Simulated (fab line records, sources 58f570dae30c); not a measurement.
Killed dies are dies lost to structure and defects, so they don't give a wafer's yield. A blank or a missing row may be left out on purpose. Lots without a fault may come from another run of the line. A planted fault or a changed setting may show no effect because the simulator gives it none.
fab line records | flow berkeley_cmos170
record lots=14 wafers=42 last_day=12
route steps=331 shown PWELL@54
lots that met no fault: from a run of the same line without faults
start_h: hours from the record's first day to the start of the lot's first wafer shown | wait_h: hours since the lot's step before | " the same as in the row above | L1.1+2: a row that stands for several wafers | - no value, or no start given | * or withheld: withheld | < > ~ a bound
route shown NAME@n: a module of which the file shows steps, and the number in the route of the first | usual: mean/standard deviation of fault-free wafers | same: alike in all rows | chamber/n: place in a boat | sites: the reading at each site | _std_site: their standard deviation | _edge_site: outer sites' mean less inner sites' | radius_mm: how far each site lies from the wafer's centre | mask NAME#n: copy n | behind: the tool/chamber that last shaped the wafer | hold: why the lot was held/for how many hours/how that ended | device: the transistor (n, p or np) that didn't switch | end of line: the same wafers' tests at the end of the route | a step without rows: its recipe alone | killed: dies lost to structure and defects at the first sort, not the wafer's yield | map: a wafer's dies, x killed, . not, _ none there
set.NAME: the setting as run; set.NAME@STEP: as run at that earlier step | model.NAME: the simulator's own value behind a step, which no gauge read
steps of the route over a sample of lots; a table a step, a row a wafer
services: from which hour (start_h, from the record's first day; less than 0 if before it) a tool's chamber was out of use, for how many hours, and why
## steps
# step UCB170_PWELL_WET_ETCH_20
# recipe chemistry=BOE dilution=5:1 target=SiO2 temp_c=25 time_s=22
# usual run_length_s=49.7/2
# columns lot.wafer tool chamber start_h wait_h run_length_s
L682.1 wet_bench-02 2 55.60 0.2 49.2
L682.2 " 2 " " 49.2
L682.4 " 2 " " 49.2
L683.1 wet_bench-04 0 59.05 0.2 52.9
L683.3 " 0 " " 52.9
L683.6 " 0 " " 52.9
L684.2 wet_bench-02 2 75.98 0.3 49.4
L684.4 " 2 " " 49.4
L684.6 " 2 " " 49.4
L686.1 wet_bench-02 3 80.90 0.0 49.8
L686.4 " 3 " " 49.8
L686.5 " 3 " " 49.8
L689.1 wet_bench-02 0 99.58 0.4 48.8
L689.3 " 0 " " 48.8
L689.4 " 0 " " 48.8
L691.3 wet_bench-04 0 102.28 0.3 32.8
L691.4 " 0 " " 32.8
L691.5 " 0 " " 32.8
L692.2 wet_bench-04 3 102.28 0.6 33.9
L692.3 " 3 " " 33.9
L692.6 " 3 " " 33.9
L696.4 wet_bench-03 3 124.23 0.0 48.5
L696.5 " 3 " " 48.5
L696.6 " 3 " " 48.5
L697.2 wet_bench-03 2 124.23 0.5 48.1
L697.3 " 2 " " 48.1
L697.4 " 2 " " 48.1
L700.3 wet_bench-03 0 144.71 0.4 48.3
L700.4 " 0 " " 48.3
L700.5 " 0 " " 48.3
L699.4 wet_bench-03 2 149.33 0.3 48.4
L699.5 " 2 " " 48.4
L699.6 " 2 " " 48.4
L701.2 wet_bench-02 0 149.71 0.0 48.6
L701.3 " 0 " " 48.6
L701.5 " 0 " " 48.6
L703.4 wet_bench-02 2 161.50 0.1 49.1
L703.5 " 2 " " 49.1
L703.6 " 2 " " 49.1
L702.1 wet_bench-02 0 166.76 0.2 48.4
L702.5 " 0 " " 48.4
L702.6 " 0 " " 48.4
## services
# columns tool chamber start_h hours kind
wet_bench-03 - 160.94 4.4 pm
## key
first_sign step=UCB170_PWELL_WET_ETCH_20 reading=run_length_s direction=down sigmas=8.1 usual=* struck=*
effect none on later readings
met_at UCB170_PWELL_WET_ETCH_20
struck_lots L691,L692
tester_left_out L691,L692
onset_between 59.05 102.28
fault kind=process_parameter_drift tool=wet_bench-04 chamber=- onset_h=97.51 steps=UCB170_PWELL_WET_ETCH_20 channel=time_s offset=* shape=step end_h=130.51 acts_in=* stated=*
# tester_left_out: of these lots the tester's yield and bins aren't shown, on N5 and GAA mostly nor the transistor test; their killed dies are dies lost to structure and defects alone, not to doping, threshold or leakage, so they don't give the yield
